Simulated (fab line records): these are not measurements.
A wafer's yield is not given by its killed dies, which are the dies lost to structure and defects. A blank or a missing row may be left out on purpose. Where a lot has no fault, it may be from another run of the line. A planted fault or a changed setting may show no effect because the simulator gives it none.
A single fault, viewed from 2 desks -- flow berkeley_cmos170 -- numbers are kept per desk, each desk with only its own; the story behind them comes last

AT THE METROLOGY DESK
What the gauges read, lot by lot, whatever tool the lot ran on: means of the sampled wafers that have a number. Marked OUT: a lot whose mean sits more than 4 standard deviations from the usual mean, which makes it out of limits; the brackets give that distance.
Columns: A = WELLDRIVE_OXIDE_THK at UCB170_WELLDRIVE_THK_MEAS_02, usual 199 nm; B = ACTIVE_NITRIDE_THK at UCB170_ACTIVE_THK_MEAS_06, usual 218.9 nm; C = cd_nm at UCB170_GATE_CD_MEAS_90, usual 350.4 nm; D = cd_nm at UCB170_CONTACT_CD_MEAS_15, usual 699.8 nm
lot,first seen here,A,B,C,D
L390,day 3 10:05,203,219.3,350.5,701.0
L391,day 3 17:49,197,219.4,350.5,698.3
L392,day 4 05:54,201,219.4,349.6,698.6
L393,day 4 05:54,200,219.7,348.7,699.6
L397,day 5 03:32,194,217.8,349.8,701.4
L400,day 5 17:18,202,138.5 (-40) OUT,349.9,700.1
L401,day 5 22:08,200,141.3 (-39) OUT,349.8,701.7
L402,day 6 04:48,197,219.3,348.8,699.0
L404,day 6 04:52,194,220.9,351.2,699.6
L405,day 6 15:08,199,221.3,351.1,701.3
L406,day 6 15:09,198,218.6,351.3,700.7
L412,day 7 18:50,197,216.5,351.3,699.5
L411,day 7 18:50,196,222.1,349.6,698.7
L413,day 8 04:07,205,218.3,352.1,700.7
This desk finds L400, L401 out of limits, with the earliest case on L401 at day 6 08:29 (ACTIVE_NITRIDE_THK at UCB170_ACTIVE_THK_MEAS_06). L390, L391, L392, L393, L397, L402, L404, L405, L406, L412, L411, L413: within limits.

THE TOOL OWNER'S DESK: lpcvd-02
The tool's own readings at UCB170_ACTIVE_CVD_05 (deposits Si3N4 from SiH2Cl2/NH3, target thk 220 nm, time 3300 s): means of the sampled wafers that have a number, for each lot that ran on this tool. Marked OUT: a lot whose mean sits more than 4 standard deviations from the usual mean, which makes it out of limits; the brackets give that distance.
Columns: A = pressure_mtorr at UCB170_ACTIVE_CVD_05, usual 199.9 mTorr; B = spike_tc_centre_C at UCB170_ACTIVE_CVD_05, usual 802.9 C; C = spike_tc_load_C at UCB170_ACTIVE_CVD_05, usual 824 C; D = spike_tc_source_C at UCB170_ACTIVE_CVD_05, usual 823.4 C; E = susceptor_temp_C at UCB170_ACTIVE_CVD_05, usual 800.0 C
lot,first seen here,A,B,C,D,E
L392,day 4 17:14,199.8,803.0,827,826.3,800.3
L393,day 4 17:14,199.6,802.3,826,825.4,799.9
L397,day 5 10:02,199.9,804.3,821,824.0,800.4
L400,day 6 06:34,199.9,778.7 (-22) OUT,797 (-8.7) OUT,798.5 (-10) OUT,774.8 (-76) OUT
L401,day 6 06:34,199.6,778.5 (-22) OUT,796 (-9.0) OUT,798.4 (-10) OUT,775.3 (-75) OUT
This desk finds L400, L401 out of limits, L400 being first, at day 6 06:34 (spike_tc_centre_C at UCB170_ACTIVE_CVD_05). L392, L393, L397: within limits.

TAKEN TOGETHER
The tool owner's desk could have raised an alarm at day 6 06:34, on L400, L401.
On L400, L401, the metrology desk was in a position to raise an alarm at day 6 08:29.
Every lot named ran UCB170_ACTIVE_CVD_05 on lpcvd-02.

WHAT HAD BEEN PUT IN BY THE SIMULATOR
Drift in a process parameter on lpcvd-02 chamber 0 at UCB170_ACTIVE_CVD_05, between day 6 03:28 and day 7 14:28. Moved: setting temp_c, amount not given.
Lots struck among those shown: L400, L401.
Hours from the fault's start to each desk's first reading out of limits: the tool owner's desk, 3; the metrology desk, 5.
